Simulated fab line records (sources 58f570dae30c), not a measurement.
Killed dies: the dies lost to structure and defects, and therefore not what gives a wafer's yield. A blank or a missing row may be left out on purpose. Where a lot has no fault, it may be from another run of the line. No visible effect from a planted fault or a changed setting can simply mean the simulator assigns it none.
A sampling plan put to the test + flow berkeleyCmos170 + 8 faults told of in these records, all on one fab line, each judged by the records of the lots it struck
Plan = the line's own looks (route steps where a gauge or an inspection reads the wafer without altering it). A look is open to judgement when struck wafers have a number at it and the file gives its usual mean and standard deviation on fault-free wafers. Caught: the struck wafers' mean, at a look after the fault's first step, is 4 or more of those standard deviations (sigma) away from the usual mean. On the tool: the test repeated on the tool's own readings taken at the fault's steps. A different recipe on the struck wafers counts as caught too, as does a record blank only for those wafers.

## THE FAULTS, as the simulator had put them in
1. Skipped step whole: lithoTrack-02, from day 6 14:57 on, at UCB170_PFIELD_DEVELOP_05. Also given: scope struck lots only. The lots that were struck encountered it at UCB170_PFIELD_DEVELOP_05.
2. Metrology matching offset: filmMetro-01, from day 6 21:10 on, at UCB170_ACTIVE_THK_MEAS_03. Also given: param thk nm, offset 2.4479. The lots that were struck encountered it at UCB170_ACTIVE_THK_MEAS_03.
3. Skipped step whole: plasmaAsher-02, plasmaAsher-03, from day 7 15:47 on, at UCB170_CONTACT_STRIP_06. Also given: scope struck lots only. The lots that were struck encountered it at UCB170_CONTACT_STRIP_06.
4. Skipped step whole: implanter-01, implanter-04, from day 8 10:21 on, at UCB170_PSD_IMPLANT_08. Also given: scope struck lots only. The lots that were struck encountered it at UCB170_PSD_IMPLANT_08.
5. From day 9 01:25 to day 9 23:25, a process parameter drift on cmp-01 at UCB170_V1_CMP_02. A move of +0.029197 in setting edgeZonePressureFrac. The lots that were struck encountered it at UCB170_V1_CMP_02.
6. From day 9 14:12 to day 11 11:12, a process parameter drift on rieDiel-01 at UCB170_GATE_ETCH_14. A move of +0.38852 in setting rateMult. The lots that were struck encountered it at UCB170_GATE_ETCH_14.
7. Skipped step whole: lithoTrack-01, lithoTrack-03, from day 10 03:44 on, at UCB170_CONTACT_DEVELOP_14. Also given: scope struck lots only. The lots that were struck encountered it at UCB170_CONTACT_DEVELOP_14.
8. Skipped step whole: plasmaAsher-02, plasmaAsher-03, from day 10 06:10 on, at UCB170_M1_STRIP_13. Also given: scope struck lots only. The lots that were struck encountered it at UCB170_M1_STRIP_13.

## WHAT THE PLAN SAW
| fault | on the tool itself                               | first look that catches it                   | reading, sigma       | median hours from its first step to that look | hours from the fault's start to the first struck lot there | judged looks passed uncaught |
|-------|--------------------------------------------------|----------------------------------------------|----------------------|-----------------------------------------------|------------------------------------------------------------|------------------------------|
| 1     | the tool's record is blank for the struck wafers | not the one look that can be judged after it | -                    | -                                             | -                                                          | 1                            |
| 2     | ACTIVE_OXIDE_THK +4.7 sigma                      | no look after it can be judged               | -                    | -                                             | -                                                          | 0                            |
| 3     | the tool's record is blank for the struck wafers | no look after it can be judged               | -                    | -                                             | -                                                          | 0                            |
| 4     | the tool's record is blank for the struck wafers | UCB170_PSD_TW_MEAS_10                        | PSD_TW -99 or beyond | 0.2                                           | 0                                                          | 0                            |
| 5     | edgeZonePressureFrac +6.1 sigma                  | no look after it can be judged               | -                    | -                                             | -                                                          | 0                            |
| 6     | oesProductAu +13 sigma                           | no look after it can be judged               | -                    | -                                             | -                                                          | 0                            |
| 7     | the tool's record is blank for the struck wafers | no look after it can be judged               | -                    | -                                             | -                                                          | 0                            |
| 8     | the tool's record is blank for the struck wafers | no look after it can be judged               | -                    | -                                             | -                                                          | 0                            |
Dash: fault not caught, or number not given in these records.

Caught at a look: 1 of 8. Caught on the tool: 8 of 8. By one or the other: 8 of 8.
Faults 1, 2, 3, 5, 6, 7, 8 were caught on the tool alone.

## THINNER SAMPLING
Were the look that catches a fault to measure just every second or every third lot (counted by lot number), the first struck lot would, at worst, be measured this late:
| fault | struck lots at that look, in order of time | every lot | every second lot | every third lot |
|-------|--------------------------------------------|-----------|------------------|-----------------|
| 4     | L702, L703, L704                           | 0 h       | 14 h             | 26 h            |
Hours: fault start to first struck lot measured. 4 sigma limit: tested on the pooled struck wafers, so a lone lot may be under it. Other struck lots may not be in these records.

## THE LONGEST TIMED WAY FROM STEP TO LOOK
Fault 4: a median of 0.2 hours passes between UCB170_PSD_IMPLANT_08 and UCB170_PSD_TW_MEAS_10. No look between them can be judged.
